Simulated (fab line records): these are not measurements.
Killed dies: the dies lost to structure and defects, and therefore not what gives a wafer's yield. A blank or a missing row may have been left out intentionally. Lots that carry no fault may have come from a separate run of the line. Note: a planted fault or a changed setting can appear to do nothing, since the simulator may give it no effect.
What tool caused it? + flow berkeley cmos170 + 15 lots with 45 wafers sampled at 7 steps, on a route of 331 steps

WHAT THE GAUGES SHOWED, per wafer
UCB170_SPACER_THK_MEAS_01. Usual: SPACER_TEOS_THK gives 376 nm (standard deviation 4.9).
| lot  | measured     | on            | SPACER_TEOS_THK (nm) | flag |
|------|--------------|---------------|----------------------|------|
| L207 | day 7 01:11  | film metro-03 | 371 378 379          |      |
| L209 | day 7 08:41  | film metro-04 | 362 373 376          |      |
| L211 | day 7 23:29  | film metro-02 | 376 383 375          |      |
| L210 | day 8 00:11  | film metro-02 | 366 373 374          |      |
| L212 | day 8 10:07  | film metro-02 | 372 378 379          |      |
| L213 | day 8 18:11  | film metro-02 | 373 375 384          |      |
| L214 | day 8 18:18  | film metro-03 | 374 373 376          |      |
| L215 | day 9 06:49  | film metro-02 | 371 371 377          |      |
| L217 | day 9 07:07  | film metro-04 | 375 375 380          |      |
| L220 | day 9 20:29  | film metro-02 | 380 379 378          |      |
| L221 | day 10 03:53 | film metro-03 | 375 379 373          |      |
| L223 | day 10 22:53 | film metro-03 | 373 377 376          |      |
| L224 | day 10 23:02 | film metro-03 | 372 380 380          |      |
| L225 | day 10 23:14 | film metro-02 | 371 381 390          |      |
| L226 | day 11 10:22 | film metro-02 | 370 373 378          |      |

UCB170_PSD_TW_MEAS_10. Usual: PSD_TW gives 2337 (standard deviation 18).
| lot  | measured     | on            | PSD_TW         | flag |
|------|--------------|---------------|----------------|------|
| L207 | day 7 06:41  | film metro-02 | 2231 2219 2232 | OFF  |
| L209 | day 7 16:32  | film metro-02 | 2219 2236 2219 | OFF  |
| L211 | day 8 08:35  | film metro-02 | 2326 2309 2330 |      |
| L210 | day 8 08:51  | film metro-01 | 2249 2254 2259 | OFF  |
| L212 | day 8 14:38  | film metro-04 | 2352 2355 2335 |      |
| L213 | day 9 00:41  | film metro-02 | 2322 2318 2323 |      |
| L214 | day 9 00:42  | film metro-04 | 2361 2348 2350 |      |
| L215 | day 9 12:19  | film metro-04 | 2352 2350 2366 |      |
| L217 | day 9 12:28  | film metro-01 | 2354 2347 2329 |      |
| L220 | day 10 04:43 | film metro-02 | 2324 2325 2330 |      |
| L221 | day 10 11:34 | film metro-01 | 2350 2338 2354 |      |
| L223 | day 11 05:28 | film metro-02 | 2323 2320 2328 |      |
| L224 | day 11 05:43 | film metro-02 | 2313 2321 2314 |      |
| L225 | day 11 05:36 | film metro-01 | 2332 2346 2328 |      |
| L226 | day 11 16:40 | film metro-02 | 2323 2301 2310 |      |

UCB170_SDANNEAL_RS_MEAS_02: uses a four-point probe to measure. Usual: PSD_RS gives 75.53 ohm/sq (standard deviation 0.26).
| lot  | measured     | on            | PSD_RS (ohm/sq)   | flag |
|------|--------------|---------------|-------------------|------|
| L207 | day 7 10:11  | film metro-04 | 77.64 77.53 77.78 | OFF  |
| L209 | day 7 22:07  | film metro-04 | 77.59 77.50 77.74 | OFF  |
| L211 | day 8 14:40  | film metro-01 | 75.59 75.68 75.71 |      |
| L210 | day 8 14:44  | film metro-04 | 77.84 78.02 77.62 | OFF  |
| L212 | day 8 17:50  | film metro-04 | 76.06 75.74 76.02 |      |
| L213 | day 9 05:53  | film metro-01 | 75.47 75.50 75.33 |      |
| L214 | day 9 06:04  | film metro-02 | 75.54 75.57 75.77 |      |
| L215 | day 9 15:17  | film metro-04 | 75.34 75.64 75.76 |      |
| L217 | day 9 15:40  | film metro-01 | 75.06 74.97 75.36 |      |
| L220 | day 10 08:07 | film metro-04 | 75.59 76.05 75.46 |      |
| L221 | day 10 16:16 | film metro-04 | 75.48 75.48 75.32 |      |
| L223 | day 11 11:09 | film metro-01 | 75.70 75.62 75.84 |      |
| L224 | day 11 11:14 | film metro-02 | 75.17 75.62 75.15 |      |
| L225 | day 11 11:38 | film metro-01 | 75.32 75.32 75.44 |      |
| L226 | day 11 19:20 | film metro-01 | 75.62 75.45 75.20 |      |

UCB170_SDANNEAL_RS_MEAS_05: uses a four-point probe to measure. Usual: NLDD_RS gives 616.0 ohm/sq (standard deviation 1.4).
| lot  | measured     | on            | NLDD_RS (ohm/sq)  | flag |
|------|--------------|---------------|-------------------|------|
| L207 | day 7 10:33  | film metro-04 | 617.8 617.6 616.7 |      |
| L209 | day 7 22:28  | film metro-04 | 617.0 616.7 616.7 |      |
| L211 | day 8 15:01  | film metro-01 | 618.3 618.0 618.4 |      |
| L210 | day 8 15:05  | film metro-04 | 617.4 615.7 617.4 |      |
| L212 | day 8 18:12  | film metro-04 | 617.4 616.4 616.9 |      |
| L213 | day 9 06:15  | film metro-01 | 614.1 615.3 614.0 |      |
| L214 | day 9 06:25  | film metro-02 | 613.8 615.2 613.6 |      |
| L215 | day 9 15:39  | film metro-04 | 617.8 616.2 616.0 |      |
| L217 | day 9 16:01  | film metro-01 | 616.0 617.1 616.1 |      |
| L220 | day 10 08:29 | film metro-04 | 616.5 616.9 615.8 |      |
| L221 | day 10 16:37 | film metro-04 | 615.1 614.8 616.8 |      |
| L223 | day 11 11:31 | film metro-01 | 616.7 616.7 617.7 |      |
| L224 | day 11 11:35 | film metro-02 | 613.6 614.8 613.8 |      |
| L225 | day 11 11:59 | film metro-01 | 618.8 616.0 618.2 |      |
| L226 | day 11 19:41 | film metro-01 | 615.2 616.1 615.3 |      |

WHICH TOOL RAN EACH LOT (tool, then ch and the chambers of the sampled wafers, then the start)
| lot  | UCB170_NVT_STRIP_08                  | UCB170_PSD_IMPLANT_08           | UCB170_PSD_STRIP_09                  |
|------|--------------------------------------|---------------------------------|--------------------------------------|
| L207 | plasma asher-04 ch 0,1, day 6 05:15  | implanter-01 ch 0, day 7 06:26  | plasma asher-04 ch 0,1, day 7 06:35  |
| L209 | plasma asher-03 ch 0,1, day 6 11:28  | implanter-01 ch 0, day 7 16:17  | plasma asher-01 ch 0,1, day 7 16:26  |
| L211 | plasma asher-03 ch 0,1, day 7 02:10  | implanter-04 ch 0, day 8 08:20  | plasma asher-02 ch 0, day 8 08:29    |
| L210 | plasma asher-04 ch 0,1, day 7 02:27  | implanter-01 ch 0, day 8 08:38  | plasma asher-01 ch 0,1, day 8 08:46  |
| L212 | plasma asher-04 ch 0,1, day 7 12:20  | implanter-04 ch 0, day 8 14:25  | plasma asher-01 ch 0,1, day 8 14:34  |
| L213 | plasma asher-01 ch 0,1, day 7 18:07  | implanter-04 ch 0, day 9 00:28  | plasma asher-04 ch 0,1, day 9 00:35  |
| L214 | plasma asher-03 ch 0,1, day 7 18:20  | implanter-02 ch 0, day 9 00:28  | plasma asher-02 ch 0,1, day 9 00:35  |
| L215 | plasma asher-04 ch 0,1, day 8 11:48  | implanter-02 ch 0, day 9 12:04  | plasma asher-02 ch 0, day 9 12:13    |
| L217 | plasma asher-01 ch 0, day 8 11:55    | implanter-04 ch 0, day 9 12:13  | plasma asher-01 ch 0,1, day 9 12:22  |
| L220 | plasma asher-01 ch 0,1, day 8 23:47  | implanter-02 ch 0, day 10 04:29 | plasma asher-01 ch 0,1, day 10 04:37 |
| L221 | plasma asher-04 ch 0,1, day 9 05:22  | implanter-02 ch 0, day 10 11:19 | plasma asher-02 ch 0,1, day 10 11:28 |
| L223 | plasma asher-01 ch 0,1, day 10 00:23 | implanter-01 ch 0, day 11 05:15 | plasma asher-01 ch 0,1, day 11 05:23 |
| L224 | plasma asher-04 ch 0, day 10 00:35   | implanter-04 ch 0, day 11 05:28 | plasma asher-02 ch 0,1, day 11 05:37 |
| L225 | plasma asher-03 ch 0,1, day 10 00:44 | implanter-02 ch 0, day 11 05:22 | plasma asher-04 ch 0,1, day 11 05:31 |
| L226 | plasma asher-01 ch 0,1, day 10 14:02 | implanter-01 ch 0, day 11 16:25 | plasma asher-01 ch 0,1, day 11 16:33 |
- UCB170_NVT_STRIP_08: strips in O2.
- UCB170_PSD_IMPLANT_08
- UCB170_PSD_STRIP_09: strips in O2.

WHAT THE TOOLS THEMSELVES READ (means of the sampled wafers that have a number; where no wafer has one, the mark that the record gives instead)
UCB170_NVT_STRIP_08. Usual: drypump motor current A 5.7 A, standard deviation 0.45; oes product au 0.734 a.u., standard deviation 0.0048; strip time to endpoint s 21.62 s, standard deviation 0.075.
| lot  | tool            | drypump motor current A (A) | oes product au (a.u.) | strip time to endpoint s (s) | flag |
|------|-----------------|-----------------------------|-----------------------|------------------------------|------|
| L207 | plasma asher-04 | 5.5                         | 0.732                 | 21.61                        |      |
| L209 | plasma asher-03 | 5.9                         | 0.737                 | 21.71                        |      |
| L211 | plasma asher-03 | 5.9                         | 0.731                 | 21.67                        |      |
| L210 | plasma asher-04 | 5.5                         | 0.733                 | 21.74                        |      |
| L212 | plasma asher-04 | 5.5                         | 0.731                 | 21.71                        |      |
| L213 | plasma asher-01 | 5.4                         | 0.734                 | 21.56                        |      |
| L214 | plasma asher-03 | 5.8                         | 0.736                 | 21.65                        |      |
| L215 | plasma asher-04 | 5.5                         | 0.734                 | 21.63                        |      |
| L217 | plasma asher-01 | 5.6                         | 0.732                 | 21.58                        |      |
| L220 | plasma asher-01 | 5.3                         | 0.734                 | 21.71                        |      |
| L221 | plasma asher-04 | 5.5                         | 0.736                 | 21.60                        |      |
| L223 | plasma asher-01 | 5.3                         | 0.734                 | 21.65                        |      |
| L224 | plasma asher-04 | 5.1                         | 0.732                 | 21.57                        |      |
| L225 | plasma asher-03 | 5.9                         | 0.736                 | 21.71                        |      |
| L226 | plasma asher-01 | 5.3                         | 0.738                 | 21.65                        |      |

UCB170_PSD_IMPLANT_08. Usual: beam energy keV 20.001, standard deviation 0.0063; end station pressure torr 1.26e-05 Torr, standard deviation 6.3e-07.
| lot  | tool         | beam energy keV | end station pressure torr (Torr) | flag |
|------|--------------|-----------------|----------------------------------|------|
| L207 | implanter-01 | 16.402          | 1.27e-05                         | OFF  |
| L209 | implanter-01 | 16.406          | 1.26e-05                         | OFF  |
| L211 | implanter-04 | 20.002          | 1.30e-05                         |      |
| L210 | implanter-01 | 16.397          | 1.27e-05                         | OFF  |
| L212 | implanter-04 | 20.002          | 1.24e-05                         |      |
| L213 | implanter-04 | 19.998          | 1.22e-05                         |      |
| L214 | implanter-02 | 20.003          | 1.25e-05                         |      |
| L215 | implanter-02 | 19.996          | 1.26e-05                         |      |
| L217 | implanter-04 | 20.004          | 1.27e-05                         |      |
| L220 | implanter-02 | 19.999          | 1.26e-05                         |      |
| L221 | implanter-02 | 19.998          | 1.28e-05                         |      |
| L223 | implanter-01 | 20.002          | 1.28e-05                         |      |
| L224 | implanter-04 | 19.996          | 1.22e-05                         |      |
| L225 | implanter-02 | 20.009          | 1.30e-05                         |      |
| L226 | implanter-01 | 19.999          | 1.26e-05                         |      |

UCB170_PSD_STRIP_09. Usual: drypump motor current A 5.7 A, standard deviation 0.55; oes product au 0.600 a.u., standard deviation 0.0042; strip time to endpoint s 29.40 s, standard deviation 0.064.
| lot  | tool            | drypump motor current A (A) | oes product au (a.u.) | strip time to endpoint s (s) | flag |
|------|-----------------|-----------------------------|-----------------------|------------------------------|------|
| L207 | plasma asher-04 | 5.9                         | 0.621                 | 27.78                        | OFF  |
| L209 | plasma asher-01 | 5.4                         | 0.622                 | 27.94                        | OFF  |
| L211 | plasma asher-02 | 5.4                         | 0.602                 | 29.38                        |      |
| L210 | plasma asher-01 | 5.5                         | 0.620                 | 27.85                        | OFF  |
| L212 | plasma asher-01 | 5.4                         | 0.598                 | 29.45                        |      |
| L213 | plasma asher-04 | 5.5                         | 0.603                 | 29.42                        |      |
| L214 | plasma asher-02 | 5.8                         | 0.597                 | 29.43                        |      |
| L215 | plasma asher-02 | 5.4                         | 0.603                 | 29.33                        |      |
| L217 | plasma asher-01 | 5.4                         | 0.602                 | 29.45                        |      |
| L220 | plasma asher-01 | 5.4                         | 0.601                 | 29.38                        |      |
| L221 | plasma asher-02 | 5.8                         | 0.594                 | 29.45                        |      |
| L223 | plasma asher-01 | 5.4                         | 0.599                 | 29.47                        |      |
| L224 | plasma asher-02 | 5.8                         | 0.601                 | 29.40                        |      |
| L225 | plasma asher-04 | 5.9                         | 0.600                 | 29.49                        |      |
| L226 | plasma asher-01 | 5.4                         | 0.600                 | 29.33                        |      |

THE ANSWER, worked out from the rows above alone
Rule: a lot counts as off when the mean over its wafers that have a number is more than 3 standard deviations away from the usual mean. A lot without any number at a reading at which 4 lots or more have one is off too. Where the step has rows for the other lots, those lots are counted as sound. First the gauges in route order, then the tools' own readings, where a lot's mean is used as printed above. The first step at which some lot is off is used, and at that step the reading that is off furthest; a lot without a number counts as furthest.
Off: at UCB170_PSD_TW_MEAS_10 (PSD_TW), L207, L209, L210.
A tool fits if, at a process step before that reading, it ran every lot that is off, and no sound lot after the first of them. Not tried: the gauges at UCB170_PSD_TW_MEAS_10; whatever is off there is also off at UCB170_SDANNEAL_RS_MEAS_02, on other tools, and gauge error can't account for it. No candidate that was tried fits.

WHAT HAD BEEN PUT IN BY THE SIMULATOR
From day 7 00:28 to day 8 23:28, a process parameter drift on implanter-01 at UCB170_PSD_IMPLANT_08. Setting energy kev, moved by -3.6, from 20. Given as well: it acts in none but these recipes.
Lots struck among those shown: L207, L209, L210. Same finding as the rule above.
